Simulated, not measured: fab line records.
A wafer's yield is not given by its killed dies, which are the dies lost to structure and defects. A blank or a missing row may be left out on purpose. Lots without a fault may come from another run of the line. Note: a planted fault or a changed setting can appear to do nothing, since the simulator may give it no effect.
Comparing a struck lot with a sound one + flow rit-cmos + 20 steps out of a route of 202
Sound: the wafers L352.1, L352.5, L352.6. The struck wafers were L372.1, L372.2, L372.5. The cause is given at the end.
Each step with rows lists, per side, the tool, then ch with its chambers, then its first start. Under that, the readings that differ: sound wafers + struck wafers + difference of the means + sigmas: that difference in standard deviations of wafers without a fault.
alike: words and numbers the same on both sides, and readings whose means are apart by under 2 such deviations; not compared: readings that were withheld, readings missing a value for some wafer, numbers with overlapping values and no deviation given by the record, and bounds like >300 which may hide the same value.
A row with sigmas, a row that says differs or no value, or rows on one side alone: a step with any of these is where the two part. Numbers that have no deviation but don't overlap get no sigmas and don't part them. A reading that every wafer of one side lacks parts them only if that side has two wafers or more.

first, 2 steps without rows for these wafers: RIT_NWELL_HARDBAKE_07 (time 120 s); RIT_NWELL_IMPLANT_08.
RIT_NWELL_STRIP_09: strips in O2, time 180 s.
  sound on plasma-asher-01 ch 0,1, day 1 21:31; struck on plasma-asher-02 ch 0,1, day 6 02:31
  alike: drypump-motor-current-A
  not compared: rf-hours-counter-h
RIT_NWELL_TW_MEAS_10:
  sound on film-metro-03 at day 1 21:41; struck on film-metro-01 at day 6 02:42
  alike: NWELL_TW
then, 6 steps without rows for these wafers: RIT_PWELL_HMDS_00 (prime time 60 s); RIT_PWELL_COAT_01 (resist thk 1300 nm); RIT_PWELL_SOFTBAKE_02 (time 60 s); RIT_PWELL_EXPOSE_03 (exposes mask M3, target cd 43700 nm); RIT_PWELL_PEB_04; RIT_PWELL_DEVELOP_05 (develop time 68 s).
RIT_PWELL_OVL_MEAS_06:
  sound on overlay-01 at day 1 22:37; struck on overlay-02 at day 6 03:58
  alike: PWELL_OVL
then, 1 step without rows for these wafers: RIT_PWELL_HARDBAKE_07 (time 120 s).
RIT_PWELL_IMPLANT_08:
  sound on implanter-01 ch 0, day 1 22:55; struck on implanter-01 ch 0, day 6 04:15
| reading       | sound                         | struck                       | difference | sigmas |
|---------------|-------------------------------|------------------------------|------------|--------|
| dose-ions-cm2 | 7.011e+13 6.996e+13 7.005e+13 | 7.103e+13 7.11e+13 7.105e+13 | +1.020e+12 | +12    |
RIT_PWELL_STRIP_09: strips in O2, time 180 s.
  sound on plasma-asher-04 ch 0,1, day 1 23:04; struck on plasma-asher-03 ch 0,1, day 6 04:24
  alike: drypump-motor-current-A
  not compared: rf-hours-counter-h
RIT_PWELL_TW_MEAS_10:
  sound on film-metro-03 at day 1 23:14; struck on film-metro-04 at day 6 04:35
| reading  | sound       | struck      | difference | sigmas |
|----------|-------------|-------------|------------|--------|
| PWELL_TW | 939 938 937 | 948 951 953 | +13        | +2     |
then, 1 step without rows for these wafers: RIT_WELLDRIVE_ANNEAL_00 (time 14700 s).
RIT_WELLDRIVE_RS_MEAS_01: a four-point-probe measurement.
  sound on film-metro-04 at day 2 04:23; struck on film-metro-01 at day 6 09:43
  alike: NWELL_RS
RIT_WELLDRIVE_RS_MEAS_02: a four-point-probe measurement.
  sound on film-metro-04 at day 2 04:30; struck on film-metro-01 at day 6 09:50
| reading           | sound             | struck            | difference | sigmas |
|-------------------|-------------------|-------------------|------------|--------|
| PWELL_RS (ohm/sq) | 429.5 430.2 429.9 | 424.2 425.1 424.0 | -5.4       | -5     |
then, 1 step without rows for these wafers: RIT_NRETRO_HMDS_00 (prime time 60 s).
RIT_M1_PROBE_99:
  only the struck wafers here have rows in the record (prober-01, day 7 16:41); the sound ones have none

WHERE THEY PART
Last at RIT_M1_PROBE_99 as far as this record goes, first at RIT_PWELL_IMPLANT_08.

WHY: what had been put in by the simulator
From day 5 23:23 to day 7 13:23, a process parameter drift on implanter-01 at RIT_PWELL_IMPLANT_08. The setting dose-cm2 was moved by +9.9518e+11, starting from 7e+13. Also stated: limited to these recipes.
